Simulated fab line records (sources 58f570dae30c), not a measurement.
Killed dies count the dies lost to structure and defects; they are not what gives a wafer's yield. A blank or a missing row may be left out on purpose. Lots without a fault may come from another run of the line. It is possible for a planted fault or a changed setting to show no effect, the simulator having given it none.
Which tool did it? | flow berkeley cmos170 | 48 wafers from 16 lots sampled at 4 of the route's 331 steps

## WHAT THE GAUGES SHOWED, per wafer
UCB170_START_BOW_MEAS_00.
lot  | measured    | on            | INCOMING_BOW (um)
L337 | day 1 10:00 | film metro-01 | 6 -6 10
L338 | day 1 15:01 | film metro-03 | 19 11 10
L339 | day 1 20:00 | film metro-03 | -2 0 -6
L340 | day 2 01:04 | film metro-04 | 3 -11 1
L341 | day 2 06:00 | film metro-03 | 2 2 -5
L342 | day 2 11:00 | film metro-01 | 12 -7 10
L343 | day 2 16:01 | film metro-03 | 6 -2 13
L344 | day 2 21:00 | film metro-01 | 3 2 3
L347 | day 3 12:04 | film metro-04 | 2 -3 3
L348 | day 3 17:00 | film metro-03 | -9 9 -3
L350 | day 4 03:00 | film metro-03 | -4 -13 -6
L352 | day 4 13:00 | film metro-04 | 5 1 -1
L353 | day 4 18:05 | film metro-03 | 6 5 10
L356 | day 5 09:00 | film metro-03 | -11 1 6
L358 | day 5 19:00 | film metro-01 | 16 -9 12
L360 | day 6 05:00 | film metro-03 | 3 -18 -1

UCB170_NWELL_THK_MEAS_02.
lot  | measured    | on            | NWELL_OXIDE_THK (nm)
L337 | day 2 01:02 | film metro-02 | 27.2 26.8 27.0
L338 | day 2 08:08 | film metro-04 | 26.7 26.7 26.4
L339 | day 2 08:07 | film metro-03 | 26.3 26.1 26.4
L340 | day 2 13:26 | film metro-04 | 26.9 26.6 26.9
L341 | day 2 17:33 | film metro-02 | 25.9 26.4 26.0
L342 | day 2 23:44 | film metro-02 | 26.1 25.9 26.2
L343 | day 3 06:17 | film metro-03 | 25.5 25.2 25.6
L344 | day 3 11:10 | film metro-02 | 27.2 27.4 26.7
L347 | day 4 00:14 | film metro-02 | 25.9 26.0 25.8
L348 | day 4 06:34 | film metro-04 | 27.1 27.0 27.3
L350 | day 4 14:55 | film metro-04 | 26.3 26.3 25.8
L352 | day 4 22:51 | film metro-03 | 26.0 25.9 26.1
L353 | day 5 06:07 | film metro-02 | 26.4 26.1 26.3
L356 | day 6 07:57 | film metro-02 | 27.1 26.7 26.8
L358 | day 6 13:39 | film metro-04 | 26.7 27.3 27.0
L360 | day 6 17:45 | film metro-04 | 27.1 27.3 27.2

UCB170_NWELL_OVL_MEAS_12.
lot  | measured    | on         | NWELL_OVL (nm)
L337 | day 2 08:32 | overlay-01 | 5 7 11
L338 | day 2 14:58 | overlay-01 | 8 9 11
L339 | day 2 15:09 | overlay-01 | -2 -3 -3
L340 | day 2 19:15 | overlay-02 | 11 3 5
L341 | day 3 01:52 | overlay-01 | 0 1 5
L342 | day 3 05:20 | overlay-01 | -2 -1 3
L343 | day 3 13:52 | overlay-01 | 5 1 3
L344 | day 3 17:53 | overlay-01 | 1028 1028 1018
L347 | day 4 08:36 | overlay-02 | 1027 1029 1023
L348 | day 4 14:52 | overlay-01 | 1035 1037 1037
L350 | day 4 22:06 | overlay-02 | 1027 1026 1023
L352 | day 5 06:10 | overlay-01 | 1 -1 -2
L353 | day 5 13:16 | overlay-02 | -4 0 -8
L356 | day 6 15:53 | overlay-02 | 3 -2 5
L358 | day 6 23:07 | overlay-01 | 5 4 3
L360 | day 7 02:10 | overlay-01 | 10 17 11

## WHICH TOOL RAN EACH LOT (tool, then ch and the chambers of the sampled wafers, then the start)
lot  | UCB170_NWELL_EXPOSE_09
L337 | krf scanner-02 ch 0, day 2 08:09
L338 | krf scanner-01 ch 0, day 2 14:05
L339 | krf scanner-01 ch 0, day 2 14:11
L340 | krf scanner-02 ch 0, day 2 18:54
L341 | krf scanner-02 ch 0, day 3 01:06
L342 | krf scanner-01 ch 0, day 3 04:49
L343 | krf scanner-01 ch 0, day 3 13:29
L344 | krf scanner-01 ch 0, day 3 17:29
L347 | krf scanner-01 ch 0, day 4 07:52
L348 | krf scanner-01 ch 0, day 4 13:41
L350 | krf scanner-01 ch 0, day 4 21:29
L352 | krf scanner-02 ch 0, day 5 05:19
L353 | krf scanner-02 ch 0, day 5 12:31
L356 | krf scanner-02 ch 0, day 6 15:30
L358 | krf scanner-02 ch 0, day 6 22:38
L360 | krf scanner-02 ch 0, day 7 01:37
- UCB170_NWELL_EXPOSE_09: exposes mask NWELL, target cd 3000 nm.

## AS READ BY THE TOOLS THEMSELVES (means over the sampled wafers that have a number; for cases with no such wafer, the mark the record gives instead)
UCB170_NWELL_EXPOSE_09.
lot  | tool           | reticle temp C (C)
L337 | krf scanner-02 | 23.02
L338 | krf scanner-01 | 23.00
L339 | krf scanner-01 | 23.01
L340 | krf scanner-02 | 22.94
L341 | krf scanner-02 | 22.89
L342 | krf scanner-01 | 22.99
L343 | krf scanner-01 | 22.92
L344 | krf scanner-01 | 23.02
L347 | krf scanner-01 | 23.00
L348 | krf scanner-01 | 23.11
L350 | krf scanner-01 | 23.10
L352 | krf scanner-02 | 22.94
L353 | krf scanner-02 | 22.99
L356 | krf scanner-02 | 23.02
L358 | krf scanner-02 | 23.05
L360 | krf scanner-02 | 22.97

## THE ANSWER, worked out from the rows above alone
Rule: usual is defined by the lots themselves. Put in order of their means at a reading, lots are off if they are a third of the lots or fewer, leave a main group of 4 or more, and stand apart from it by a gap of 3 or more times the standard deviation of the main group's means; of several such gaps the widest counts. Not used: any main group whose means are identical at the precision the tables above print for the reading. Also off: a lot with no number at a reading for which 4 or more lots have one. All remaining lots with rows at the step are treated as sound. First the gauges in route order, then the tools' own readings, where a lot's mean is used as printed above. At the first step where some lot is off, the reading lying furthest off is the one used; lots without a number count as furthest.
Off: L344, L347, L348, L350, at UCB170_NWELL_OVL_MEAS_12 (NWELL_OVL). Main group: mean 3 nm, sd 4.8.
If a tool, at a process step before that reading, ran all the lots that are off and no sound lot after the first of them, it fits. Gauges at UCB170_NWELL_OVL_MEAS_12: tried the same way as those tools. One candidate fits, namely krf scanner-01 at UCB170_NWELL_EXPOSE_09. Its last sound lot is L343 (day 3 13:29), its first lot that is off L344 (day 3 17:29): a fault that began between those two fits.

## WHAT THE SIMULATOR PUT IN
Scanner matching overlay: krf scanner-01, from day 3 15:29 on, at UCB170_NWELL_EXPOSE_09. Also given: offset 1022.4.
Shown lots that were struck: L344, L347, L348, L350. This agrees with what the rule above found.
